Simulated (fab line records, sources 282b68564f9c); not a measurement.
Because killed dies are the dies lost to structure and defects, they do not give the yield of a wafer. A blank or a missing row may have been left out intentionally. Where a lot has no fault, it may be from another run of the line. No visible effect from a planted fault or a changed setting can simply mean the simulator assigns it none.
What tool caused it? || flow rit cmos || Sampling: 14 lots, 42 wafers, 4 of 202 route steps

WHAT EACH GAUGE READ, for each wafer
RIT_NWELL_TW_MEAS_10.
{"lot": "L178", "measured": "day 2 02:01", "on": "film metro-04", "NWELL_TW": "2163 2155 2160"}
{"lot": "L180", "measured": "day 2 14:23", "on": "film metro-01", "NWELL_TW": "2130 2129 2123"}
{"lot": "L181", "measured": "day 2 17:55", "on": "film metro-03", "NWELL_TW": "2150 2142 2155"}
{"lot": "L183", "measured": "day 3 01:54", "on": "film metro-04", "NWELL_TW": "2164 2157 2153"}
{"lot": "L184", "measured": "day 3 07:42", "on": "film metro-04", "NWELL_TW": "2160 2146 2160"}
{"lot": "L185", "measured": "day 4 05:29", "on": "film metro-04", "NWELL_TW": "2149 2146 2156"}
{"lot": "L186", "measured": "day 4 05:40", "on": "film metro-03", "NWELL_TW": "2168 2173 2187"}
{"lot": "L188", "measured": "day 4 10:40", "on": "film metro-04", "NWELL_TW": "2144 2156 2161"}
{"lot": "L187", "measured": "day 4 10:47", "on": "film metro-03", "NWELL_TW": "2175 2179 2176"}
{"lot": "L189", "measured": "day 4 10:54", "on": "film metro-04", "NWELL_TW": "2150 2151 2161"}
{"lot": "L190", "measured": "day 4 23:40", "on": "film metro-04", "NWELL_TW": "2159 2156 2146"}
{"lot": "L191", "measured": "day 4 23:56", "on": "film metro-01", "NWELL_TW": "2116 2109 2123"}
{"lot": "L199", "measured": "day 6 09:36", "on": "film metro-03", "NWELL_TW": "2233 2230 2230"}
{"lot": "L200", "measured": "day 6 13:02", "on": "film metro-04", "NWELL_TW": "2234 2240 2221"}

RIT_WELLDRIVE_RS_MEAS_01: a four-point-probe measurement.
{"lot": "L178", "measured": "day 2 12:16", "on": "film metro-04", "NWELL_RS (ohm/sq)": "276.2 274.8 275.7"}
{"lot": "L180", "measured": "day 2 21:56", "on": "film metro-03", "NWELL_RS (ohm/sq)": "275.2 275.6 274.5"}
{"lot": "L181", "measured": "day 3 01:11", "on": "film metro-04", "NWELL_RS (ohm/sq)": "274.5 275.4 274.5"}
{"lot": "L183", "measured": "day 3 13:12", "on": "film metro-04", "NWELL_RS (ohm/sq)": "275.0 274.6 276.0"}
{"lot": "L184", "measured": "day 4 01:25", "on": "film metro-01", "NWELL_RS (ohm/sq)": "274.8 276.0 275.8"}
{"lot": "L185", "measured": "day 4 16:26", "on": "film metro-01", "NWELL_RS (ohm/sq)": "274.5 275.0 274.5"}
{"lot": "L186", "measured": "day 4 16:26", "on": "film metro-04", "NWELL_RS (ohm/sq)": "275.2 274.7 274.1"}
{"lot": "L188", "measured": "day 4 21:34", "on": "film metro-04", "NWELL_RS (ohm/sq)": "275.6 275.1 275.3"}
{"lot": "L187", "measured": "day 4 21:32", "on": "film metro-01", "NWELL_RS (ohm/sq)": "275.9 275.7 275.9"}
{"lot": "L189", "measured": "day 4 21:35", "on": "film metro-03", "NWELL_RS (ohm/sq)": "275.2 275.8 274.6"}
{"lot": "L190", "measured": "day 5 06:49", "on": "film metro-04", "NWELL_RS (ohm/sq)": "274.7 276.4 276.1"}
{"lot": "L191", "measured": "day 5 09:29", "on": "film metro-01", "NWELL_RS (ohm/sq)": "274.9 274.7 275.5"}
{"lot": "L199", "measured": "day 6 17:03", "on": "film metro-01", "NWELL_RS (ohm/sq)": "258.8 258.3 258.9"}
{"lot": "L200", "measured": "day 6 20:13", "on": "film metro-03", "NWELL_RS (ohm/sq)": "258.5 258.4 258.9"}

RIT_M1_BOW_MEAS_16.
{"lot": "L178", "measured": "day 3 20:20", "on": "film metro-03", "M1_BOW (um)": "16 19 10"}
{"lot": "L180", "measured": "day 4 22:25", "on": "film metro-01", "M1_BOW (um)": "25 20 7"}
{"lot": "L181", "measured": "day 5 02:36", "on": "film metro-01", "M1_BOW (um)": "16 10 19"}
{"lot": "L183", "measured": "day 5 10:43", "on": "film metro-01", "M1_BOW (um)": "17 11 16"}
{"lot": "L184", "measured": "day 5 12:13", "on": "film metro-02", "M1_BOW (um)": "16 18 23"}
{"lot": "L185", "measured": "day 6 06:25", "on": "film metro-02", "M1_BOW (um)": "25 24 6"}
{"lot": "L186", "measured": "day 6 07:55", "on": "film metro-01", "M1_BOW (um)": "23 21 13"}
{"lot": "L188", "measured": "day 6 10:22", "on": "film metro-01", "M1_BOW (um)": "4 15 12"}
{"lot": "L187", "measured": "day 6 14:16", "on": "film metro-01", "M1_BOW (um)": "12 2 14"}
{"lot": "L189", "measured": "day 6 15:46", "on": "film metro-03", "M1_BOW (um)": "14 19 30"}
{"lot": "L190", "measured": "day 6 21:16", "on": "film metro-02", "M1_BOW (um)": "18 20 13"}
{"lot": "L191", "measured": "day 6 19:47", "on": "film metro-01", "M1_BOW (um)": "15 11 7"}
{"lot": "L199", "measured": "day 7 22:20", "on": "film metro-03", "M1_BOW (um)": "12 23 7"}
{"lot": "L200", "measured": "day 8 03:34", "on": "film metro-01", "M1_BOW (um)": "14 21 15"}

WHAT TOOL EACH LOT RAN ON (gives the tool, then ch and the chambers of the sampled wafers, and finally the start)
{"lot": "L178", "RIT_NWELL_IMPLANT_08": "implanter-02 ch 0, day 2 01:42"}
{"lot": "L180", "RIT_NWELL_IMPLANT_08": "implanter-02 ch 0, day 2 14:07"}
{"lot": "L181", "RIT_NWELL_IMPLANT_08": "implanter-04 ch 0, day 2 17:35"}
{"lot": "L183", "RIT_NWELL_IMPLANT_08": "implanter-04 ch 0, day 3 01:37"}
{"lot": "L184", "RIT_NWELL_IMPLANT_08": "implanter-02 ch 0, day 3 07:25"}
{"lot": "L185", "RIT_NWELL_IMPLANT_08": "implanter-02 ch 0, day 4 05:10"}
{"lot": "L186", "RIT_NWELL_IMPLANT_08": "implanter-04 ch 0, day 4 05:21"}
{"lot": "L188", "RIT_NWELL_IMPLANT_08": "implanter-04 ch 0, day 4 10:23"}
{"lot": "L187", "RIT_NWELL_IMPLANT_08": "implanter-01 ch 0, day 4 10:28"}
{"lot": "L189", "RIT_NWELL_IMPLANT_08": "implanter-04 ch 0, day 4 10:35"}
{"lot": "L190", "RIT_NWELL_IMPLANT_08": "implanter-01 ch 0, day 4 23:20"}
{"lot": "L191", "RIT_NWELL_IMPLANT_08": "implanter-04 ch 0, day 4 23:37"}
{"lot": "L199", "RIT_NWELL_IMPLANT_08": "implanter-02 ch 0, day 6 09:16"}
{"lot": "L200", "RIT_NWELL_IMPLANT_08": "implanter-02 ch 0, day 6 12:44"}
- RIT_NWELL_IMPLANT_08

AS READ BY THE TOOLS THEMSELVES (means over the sampled wafers that have a number; for cases with no such wafer, the mark the record gives instead)
RIT_NWELL_IMPLANT_08.
{"lot": "L178", "tool": "implanter-02", "beam on s (s)": 10.04, "end station pressure torr (Torr)": 5.10e-06, "faraday current uA": 158}
{"lot": "L180", "tool": "implanter-02", "beam on s (s)": 10.14, "end station pressure torr (Torr)": 5.37e-06, "faraday current uA": 156}
{"lot": "L181", "tool": "implanter-04", "beam on s (s)": 9.93, "end station pressure torr (Torr)": 5.35e-06, "faraday current uA": 159}
{"lot": "L183", "tool": "implanter-04", "beam on s (s)": 10.03, "end station pressure torr (Torr)": 5.11e-06, "faraday current uA": 158}
{"lot": "L184", "tool": "implanter-02", "beam on s (s)": 9.98, "end station pressure torr (Torr)": 5.12e-06, "faraday current uA": 158}
{"lot": "L185", "tool": "implanter-02", "beam on s (s)": 10.06, "end station pressure torr (Torr)": 5.04e-06, "faraday current uA": 158}
{"lot": "L186", "tool": "implanter-04", "beam on s (s)": 10.01, "end station pressure torr (Torr)": 5.06e-06, "faraday current uA": 159}
{"lot": "L188", "tool": "implanter-04", "beam on s (s)": 10.15, "end station pressure torr (Torr)": 5.15e-06, "faraday current uA": 156}
{"lot": "L187", "tool": "implanter-01", "beam on s (s)": 10.06, "end station pressure torr (Torr)": 5.28e-06, "faraday current uA": 157}
{"lot": "L189", "tool": "implanter-04", "beam on s (s)": 10.15, "end station pressure torr (Torr)": 5.18e-06, "faraday current uA": 156}
{"lot": "L190", "tool": "implanter-01", "beam on s (s)": 9.96, "end station pressure torr (Torr)": 5.03e-06, "faraday current uA": 160}
{"lot": "L191", "tool": "implanter-04", "beam on s (s)": 9.85, "end station pressure torr (Torr)": 5.25e-06, "faraday current uA": 161}
{"lot": "L199", "tool": "implanter-02", "beam on s (s)": 11.24, "end station pressure torr (Torr)": 4.97e-05, "faraday current uA": 143}
{"lot": "L200", "tool": "implanter-02", "beam on s (s)": 11.20, "end station pressure torr (Torr)": 5.25e-05, "faraday current uA": 143}

THE ANSWER, worked out from the rows above alone
Rule: the usual values come from the lots themselves. The widest of any qualifying gaps counts: lots, ordered by their means at a reading, are off when they make up no more than a third of the lots, leave a main group of 4 or more, and stand apart from it by 3 or more times the standard deviation of that group's means. A main group whose means are all the same, to the digits that the tables above print for the reading, isn't used. Also off: a lot with no number at a reading for which 4 or more lots have one. All remaining lots with rows at the step are treated as sound. Order of review: gauges by route order, followed by the tools' own readings, for which a lot's mean as printed above is used. At the first step where some lot is off, the reading lying furthest off is the one used; lots without a number count as furthest.
Off: L199, L200, at RIT_NWELL_TW_MEAS_10 (NWELL_TW). The main group has a mean of 2152 with a standard deviation of 16.
A tool fits if, at a process step before that reading, it ran every lot that is off, and no sound lot after the first of them. The gauges at RIT_NWELL_TW_MEAS_10 aren't tried: what is off there is off at RIT_NWELL_IMPLANT_08 too, on other tools, and a gauge's error can't cause that. One fits: RIT_NWELL_IMPLANT_08 on implanter-02. A fault onset in the window from L185 (day 4 05:10, its last sound lot) to L199 (day 6 09:16, its first lot off) fits.
The tool's own readings at RIT_NWELL_IMPLANT_08 bear it out: on the lots that are off they differ by more than 5 times the standard deviation of the sound lots' means. beam on s reads 11.22 s there against 10.03 s on the sound lots; end station pressure torr reads 5.11e-05 Torr there against 5.17e-06 Torr on the sound lots; faraday current uA reads 143 there against 158 on the sound lots.

WHAT WAS PUT IN BY THE SIMULATOR
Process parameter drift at RIT_NWELL_IMPLANT_08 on implanter-02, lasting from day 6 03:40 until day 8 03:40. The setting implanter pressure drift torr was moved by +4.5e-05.
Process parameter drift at RIT_NWELL_IMPLANT_08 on implanter-02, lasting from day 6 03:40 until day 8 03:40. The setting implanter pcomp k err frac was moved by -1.
Struck lots among those shown: L199, L200. This agrees with what the rule above found.
